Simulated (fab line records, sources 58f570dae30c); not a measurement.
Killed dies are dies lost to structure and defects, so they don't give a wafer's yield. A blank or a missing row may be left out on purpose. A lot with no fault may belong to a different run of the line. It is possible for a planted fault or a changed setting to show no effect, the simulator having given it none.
The tool behind it: which one? | flow berkeleyCmos170 | 14 lots, 42 wafers sampled, at 5 steps of a route of 331

== WHAT THE GAUGES READ, wafer by wafer ==
UCB170_SPACER_THK_MEAS_01. Usual: SPACER_TEOS_THK 376 nm, standard deviation 4.
lot  | measured     | on           | SPACER_TEOS_THK (nm) | flag
L766 | day 6 22:58  | filmMetro-03 | 374 375 374          | 
L767 | day 7 07:53  | filmMetro-04 | 372 380 382          | 
L768 | day 8 13:37  | filmMetro-04 | 370 381 378          | 
L770 | day 8 14:07  | filmMetro-04 | 369 370 379          | 
L771 | day 9 00:07  | filmMetro-03 | 376 381 377          | 
L775 | day 9 14:40  | filmMetro-02 | 368 370 379          | 
L774 | day 9 14:55  | filmMetro-03 | 376 381 379          | 
L776 | day 10 00:12 | filmMetro-03 | 373 369 380          | 
L777 | day 10 00:48 | filmMetro-03 | 372 371 377          | 
L778 | day 10 01:33 | filmMetro-04 | 378 373 378          | 
L781 | day 11 00:38 | filmMetro-02 | 372 375 376          | 
L783 | day 11 09:04 | filmMetro-04 | 373 374 377          | 
L786 | day 11 15:38 | filmMetro-03 | 398 399 402          | OFF
L788 | day 12 06:41 | filmMetro-04 | 399 397 404          | OFF

UCB170_NSD_OVL_MEAS_07. Usual: NSD_OVL 1 nm, standard deviation 4.8.
lot  | measured     | on         | NSD_OVL (nm) | flag
L766 | day 7 09:57  | overlay-02 | -9 -5 -2     | 
L767 | day 7 23:40  | overlay-02 | 6 6 9        | 
L768 | day 8 22:55  | overlay-02 | 8 9 0        | 
L770 | day 8 22:28  | overlay-02 | -4 -4 -10    | 
L771 | day 9 09:41  | overlay-02 | -2 -1 -2     | 
L775 | day 9 23:25  | overlay-01 | -1 -2 1      | 
L774 | day 10 00:03 | overlay-02 | -5 -1 0      | 
L776 | day 10 10:41 | overlay-02 | 1 -5 -1      | 
L777 | day 10 11:01 | overlay-02 | 11 4 13      | 
L778 | day 10 11:08 | overlay-01 | -2 1 -2      | 
L781 | day 11 11:54 | overlay-02 | 1 0 5        | 
L783 | day 11 18:21 | overlay-02 | -1 -1 0      | 
L786 | day 12 03:21 | overlay-02 | 3 3 -3       | 
L788 | day 12 16:27 | overlay-01 | -7 -7 -7     | 

== WHAT TOOL EACH LOT RAN ON (gives the tool, then ch and the chambers of the sampled wafers, and finally the start) ==
lot  | UCB170_NVT_STRIP_08                 | UCB170_SPACER_CVD_00            | UCB170_SPACER_ETCHBACK_03
L766 | plasmaAsher-02 ch 0,1, day 5 22:16  | pecvd-02 ch 0,1,2, day 6 22:55  | rieDiel-03 ch 1,2,3, day 7 06:49
L767 | plasmaAsher-04 ch 0,1, day 6 07:56  | pecvd-04 ch 0,1,2, day 7 07:49  | rieDiel-02 ch 0,1,3, day 7 18:28
L768 | plasmaAsher-01 ch 0,1, day 7 09:13  | pecvd-04 ch 1,2, day 8 13:34    | rieDiel-03 ch 0, day 8 19:13
L770 | plasmaAsher-04 ch 0,1, day 7 09:27  | pecvd-03 ch 0,2, day 8 14:04    | rieDiel-02 ch 1,2,3, day 8 19:13
L771 | plasmaAsher-04 ch 0, day 8 03:49    | pecvd-02 ch 0,1, day 9 00:03    | rieDiel-03 ch 0,1, day 9 05:40
L775 | plasmaAsher-01 ch 0,1, day 8 15:49  | pecvd-04 ch 0,2, day 9 14:37    | rieDiel-04 ch 1,2, day 9 19:49
L774 | plasmaAsher-02 ch 0,1, day 8 16:10  | pecvd-03 ch 1,2, day 9 14:52    | rieDiel-03 ch 1,2,3, day 9 19:49
L776 | plasmaAsher-04 ch 0,1, day 8 23:08  | pecvd-04 ch 0,1, day 10 00:10   | rieDiel-04 ch 0,2, day 10 06:42
L777 | plasmaAsher-04 ch 0,1, day 9 08:02  | pecvd-02 ch 1,2, day 10 00:45   | rieDiel-03 ch 1,2,3, day 10 06:42
L778 | plasmaAsher-02 ch 0,1, day 9 08:02  | pecvd-03 ch 0,1, day 10 01:28   | rieDiel-04 ch 1,3, day 10 06:46
L781 | plasmaAsher-04 ch 0,1, day 10 02:47 | pecvd-02 ch 0,2, day 11 00:34   | rieDiel-03 ch 0,2,3, day 11 08:02
L783 | plasmaAsher-01 ch 0,1, day 10 09:20 | pecvd-04 ch 0,1,2, day 11 09:02 | rieDiel-04 ch 1,2,3, day 11 15:20
L786 | plasmaAsher-04 ch 0,1, day 10 15:46 | pecvd-02 ch 0,2, day 11 15:35   | rieDiel-02 ch 1,3, day 11 22:46
L788 | plasmaAsher-01 ch 0,1, day 11 05:53 | pecvd-02 ch 1,2, day 12 06:38   | rieDiel-03 ch 0,1,3, day 12 13:32
- UCB170_NVT_STRIP_08: strips in O2.
- UCB170_SPACER_CVD_00: deposits SiO2 from TEOS/O2, target thk 376 nm, time 47 s.
- UCB170_SPACER_ETCHBACK_03: etches SiO2 in CHF3/CF4/Ar, stops on Si, target depth 376 nm, time 100 s.

== WHAT THE TOOLS THEMSELVES READ (means of the sampled wafers that have a number; where no wafer has one, the mark that the record gives instead) ==
UCB170_NVT_STRIP_08. Usual: drypumpMotorCurrentA 6.12 A, standard deviation 0.24; oesProductAu 0.735 a.u., standard deviation 0.0042; stripTimeToEndpointS 21.59 s, standard deviation 0.07.
lot  | tool           | drypumpMotorCurrentA (A) | oesProductAu (a.u.) | stripTimeToEndpointS (s) | flag
L766 | plasmaAsher-02 | 5.85                     | 0.734               | 21.64                    | 
L767 | plasmaAsher-04 | 6.16                     | 0.736               | 21.53                    | 
L768 | plasmaAsher-01 | 6.24                     | 0.735               | 21.61                    | 
L770 | plasmaAsher-04 | 6.28                     | 0.735               | 21.60                    | 
L771 | plasmaAsher-04 | 6.38                     | 0.732               | 21.60                    | 
L775 | plasmaAsher-01 | 6.26                     | 0.734               | 21.63                    | 
L774 | plasmaAsher-02 | 6.05                     | 0.738               | 21.58                    | 
L776 | plasmaAsher-04 | 6.27                     | 0.735               | 21.53                    | 
L777 | plasmaAsher-04 | 6.13                     | 0.736               | 21.62                    | 
L778 | plasmaAsher-02 | 6.03                     | 0.738               | 21.58                    | 
L781 | plasmaAsher-04 | 6.14                     | 0.736               | 21.62                    | 
L783 | plasmaAsher-01 | 6.26                     | 0.733               | 21.52                    | 
L786 | plasmaAsher-04 | 6.14                     | 0.732               | 21.53                    | 
L788 | plasmaAsher-01 | 6.25                     | 0.739               | 21.51                    | 

UCB170_SPACER_CVD_00. Usual: heaterPowerW 282 W, standard deviation 47; runLengthS 75.0 s, standard deviation 0.65.
lot  | tool     | heaterPowerW (W) | runLengthS (s) | flag
L766 | pecvd-02 | 329              | 75.0           | 
L767 | pecvd-04 | 254              | 75.1           | 
L768 | pecvd-04 | 242              | 75.4           | 
L770 | pecvd-03 | 303              | 74.7           | 
L771 | pecvd-02 | 331              | 74.9           | 
L775 | pecvd-04 | 244              | 74.5           | 
L774 | pecvd-03 | 269              | 75.5           | 
L776 | pecvd-04 | 268              | 75.1           | 
L777 | pecvd-02 | 309              | 74.3           | 
L778 | pecvd-03 | 271              | 74.8           | 
L781 | pecvd-02 | 327              | 75.0           | 
L783 | pecvd-04 | 253              | 75.0           | 
L786 | pecvd-02 | 313              | 77.5           | OFF
L788 | pecvd-02 | 298              | 77.1           | OFF

UCB170_SPACER_ETCHBACK_03. Usual: drypumpMotorCurrentA 5.7 A, standard deviation 0.53; oesProductAu 0.904 a.u., standard deviation 0.013; throttleValvePct 6.42 %, standard deviation 0.11.
lot  | tool       | drypumpMotorCurrentA (A) | oesProductAu (a.u.) | throttleValvePct (%) | flag
L766 | rieDiel-03 | 5.1                      | 0.900               | 6.40                 | 
L767 | rieDiel-02 | 5.9                      | 0.912               | 6.37                 | 
L768 | rieDiel-03 | 5.7                      | 0.900               | 6.50                 | 
L770 | rieDiel-02 | 6.1                      | 0.907               | 6.48                 | 
L771 | rieDiel-03 | 5.3                      | 0.907               | 6.45                 | 
L775 | rieDiel-04 | 5.5                      | 0.910               | 6.40                 | 
L774 | rieDiel-03 | 5.1                      | 0.912               | 6.41                 | 
L776 | rieDiel-04 | 5.8                      | 0.903               | 6.35                 | 
L777 | rieDiel-03 | 5.1                      | 0.902               | 6.40                 | 
L778 | rieDiel-04 | 6.1                      | 0.897               | 6.52                 | 
L781 | rieDiel-03 | 5.3                      | 0.904               | 6.42                 | 
L783 | rieDiel-04 | 5.8                      | 0.907               | 6.46                 | 
L786 | rieDiel-02 | 6.2                      | 0.956               | 6.40                 | OFF
L788 | rieDiel-03 | 5.2                      | 0.947               | 6.47                 | OFF

== THE ANSWER, worked out from the rows above alone ==
Rule: a lot counts as off when the mean over its wafers that have a number is more than 3 standard deviations away from the usual mean. Also off: a lot with no number at a reading for which 4 or more lots have one. All remaining lots with rows at the step are treated as sound. After the gauges, taken in route order, come the tools' own readings; for these a lot's mean is taken, as printed above. The first step at which some lot is off is used, and at that step the reading that is off furthest; a lot without a number counts as furthest.
Off: L786, L788, at UCB170_SPACER_THK_MEAS_01 (SPACER_TEOS_THK).
If a tool, at a process step before that reading, ran all the lots that are off and no sound lot after the first of them, it fits. The gauges at UCB170_SPACER_THK_MEAS_01 aren't tried: what is off there is off at UCB170_SPACER_CVD_00 too, on other tools, and a gauge's error can't cause that. One fits: UCB170_SPACER_CVD_00 on pecvd-02. Its last sound lot is L781 (day 11 00:34), its first lot that is off L786 (day 11 15:35): a fault that began between those two fits.
On the lots that are off, the tool's own readings at UCB170_SPACER_CVD_00 differ by more than 5 times the standard deviation of the sound lots' means, which bears it out; runLengthS reads 77.3 s there versus 74.9 s on the sound lots.

== WHAT THE SIMULATOR HAD PUT IN ==
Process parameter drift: pecvd-02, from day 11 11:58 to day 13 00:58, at UCB170_SPACER_CVD_00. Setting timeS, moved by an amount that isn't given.
Lots struck among those shown: L786, L788. The rule above reached the same finding.
